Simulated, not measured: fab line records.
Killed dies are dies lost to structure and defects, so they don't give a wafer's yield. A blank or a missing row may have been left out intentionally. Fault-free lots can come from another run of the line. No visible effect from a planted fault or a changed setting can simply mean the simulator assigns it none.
Which tool was responsible? -- flow rit-cmos -- Sampling: 6 lots, 18 wafers, 2 of 202 route steps

== WHAT THE GAUGES READ, wafer by wafer ==
RIT_CONTACT_CD_MEAS_90 targets a cd of 1000 nm.
lot,measured,on,cd-nm (nm)
L519,day 4 07:38,cd-sem-01,1000.6 1002.2 998.2
L523,day 4 17:38,cd-sem-01,1002.6 1003.6 1001.2
L530,day 5 22:46,cd-sem-02,1004.0 1002.1 1000.7
L532,day 6 10:37,cd-sem-01,1000.7 1000.3 998.8
L536,day 7 05:27,cd-sem-01,1001.4 1003.5 1002.1
L539,day 7 23:49,cd-sem-01,998.1 1001.3 1000.7

== EACH LOT AND THE TOOL THAT RAN IT (in order: tool; ch and the chambers of the sampled wafers; start) ==
lot,RIT_PWELL_EXPOSE_03
L519,"iline-stepper-02 ch 0, day 2 14:47"
L523,"iline-stepper-02 ch 0, day 3 06:49"
L530,"iline-stepper-01 ch 0, day 4 12:54"
L532,"iline-stepper-01 ch 0, day 4 22:23"
L536,"iline-stepper-02 ch 0, day 5 21:12"
L539,"iline-stepper-02 ch 0, day 6 14:05"
- RIT_PWELL_EXPOSE_03: exposes mask M3, target cd 43700 nm.

== THE ANSWER, worked out from the rows above alone ==
Rule: usual is defined by the lots themselves. Put in order of their means at a reading, lots are off if they are a third of the lots or fewer, leave a main group of 4 or more, and stand apart from it by a gap of 3 or more times the standard deviation of the main group's means; of several such gaps the widest counts. A main group whose means are all the same, to the digits that the tables above print for the reading, isn't used. A lot without any number at a reading at which 4 lots or more have one is off too. The other lots that the step has rows for count as sound.
No lot is off on any of the readings shown, so nothing can be concluded from this.

== WHAT THE SIMULATOR HAD INSERTED ==
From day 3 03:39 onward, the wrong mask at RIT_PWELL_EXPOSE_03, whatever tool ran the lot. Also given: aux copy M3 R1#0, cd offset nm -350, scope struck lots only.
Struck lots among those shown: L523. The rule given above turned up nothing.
